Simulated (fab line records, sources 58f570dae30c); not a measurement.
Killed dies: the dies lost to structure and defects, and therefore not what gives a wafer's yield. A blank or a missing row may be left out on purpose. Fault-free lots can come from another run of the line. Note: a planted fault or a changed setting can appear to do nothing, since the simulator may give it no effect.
fab line records    flow berkeleyCmos170
[record] lots = 14  wafers = 42  lastDay = 12
route steps=331 shown NSD@189
lots that met no fault: taken from a fault-free run of the same line
startH: the number of hours between the record's first day and the start of the first shown wafer of the lot    waitH: time in hours since the lot's previous step    " repeats the value in the row above    L1.1+2: a row that stands for several wafers    - no value, or no start given    * or withheld: withheld    < > ~ a bound
route shown NAME@n: names a module that has steps shown in the file, with the first one's number in the route    usual: average and standard deviation across the fault-free wafers    same: alike in all rows    chamber/n: place in a boat    sites: per-site readings    _std_site: how widely they spread, as a standard deviation    _edge_site: inner sites' mean taken away from outer sites' mean    radiusMm: for every site, how far away it sits from the centre of the wafer    mask NAME#n: copy n    behind: tool/chamber where the wafer was last shaped    hold: why the lot was held/for how many hours/how that ended    device: the n, p or np transistor that did not switch    end of line: the same wafers' tests at the end of the route    for a step that has no rows: nothing shown but its recipe    killed: dies lost to structure and defects at the first sort, not the wafer's yield    map: shows each die of a wafer: x if killed, . if not, _ if none is there
set.NAME: the setting that was run; set.NAME@STEP: the one run at that earlier step    model.NAME: the simulator's own value behind a step, which no gauge read
route steps across a sampled set of lots; one table per step, one row per wafer
[[steps]]
[step UCB170_NSD_SOFTBAKE_02]
[recipe] resist = KrF  tempC = 130  timeS = 60
[usual] chillPlateTempC = 23.03/0.11  runLengthS = 89.27/0.18
lot.wafer  tool           chamber  startH  waitH  chillPlateTempC  runLengthS
L614.1     lithoTrack-04  0        147.03  0.1    22.92            89.23
L614.3     "              0        "       "      23.06            89.44
L614.6     "              0        "       "      23.00            89.18
L613.2     lithoTrack-01  0        147.22  0.1    23.02            89.26
L613.3     "              0        "       "      22.99            89.15
L613.4     "              0        "       "      23.01            89.12
L612.1     lithoTrack-03  0        147.42  0.1    23.12            89.37
L612.2     "              0        "       "      22.98            89.36
L612.5     "              0        "       "      23.12            89.41
L615.1     lithoTrack-03  0        150.63  0.1    22.85            89.56
L615.3     "              0        "       "      22.94            89.52
L615.4     "              0        "       "      22.96            89.48
L616.1     lithoTrack-01  0        162.78  0.1    23.06            89.02
L616.2     "              0        "       "      22.99            89.30
L616.4     "              0        "       "      22.87            89.19
L617.1     lithoTrack-04  0        162.78  0.1    23.05            89.39
L617.3     "              0        "       "      22.95            89.09
L617.4     "              0        "       "      22.91            89.22
L621.2     lithoTrack-03  0        187.51  0.1    23.14            91.53
L621.4     "              0        "       "      23.11            91.31
L621.6     "              0        "       "      23.18            91.36
L622.1     lithoTrack-03  0        187.94  0.1    23.18            91.29
L622.3     "              0        "       "      23.03            91.24
L622.6     "              0        "       "      22.96            91.33
L625.1     lithoTrack-04  0        204.41  0.1    22.86            89.36
L625.2     "              0        "       "      23.03            89.19
L625.4     "              0        "       "      22.89            89.12
L629.2     lithoTrack-04  0        214.85  0.1    23.20            89.43
L629.3     "              0        "       "      23.15            89.06
L629.6     "              0        "       "      23.26            89.03
L631.1     lithoTrack-04  0        218.88  0.1    23.07            89.13
L631.4     "              0        "       "      23.33            89.10
L631.5     "              0        "       "      23.24            89.10
L630.1     lithoTrack-01  0        221.92  0.1    23.01            89.09
L630.2     "              0        "       "      23.08            89.07
L630.6     "              0        "       "      23.05            89.30
L633.1     lithoTrack-04  0        238.87  0.1    22.94            89.05
L633.2     "              0        "       "      23.07            89.06
L633.4     "              0        "       "      22.95            89.07
L634.1     lithoTrack-04  0        245.16  0.1    22.95            89.13
L634.5     "              0        "       "      23.16            89.17
L634.6     "              0        "       "      23.13            89.25
[[key]]
[firstSign] step = UCB170_NSD_SOFTBAKE_02  reading = runLengthS  direction = up  sigmas = 12  usual = *  struck = *
effect none on later readings
metAt UCB170_NSD_SOFTBAKE_02
struckLots L621,L622
testerLeftOut L621,L622
onsetBetween 150.63 187.51
[fault] kind = processParameterDrift  tool = lithoTrack-03  chamber = -  onsetH = 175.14  steps = UCB170_NSD_SOFTBAKE_02  channel = timeS  offset = *  shape = step  endH = 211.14  actsIn = *  stated = *
// testerLeftOut: of these lots the tester's yield and bins aren't shown, on N5 and GAA mostly nor the transistor test; their killed dies are dies lost to structure and defects alone, not to doping, threshold or leakage, so they don't give the yield
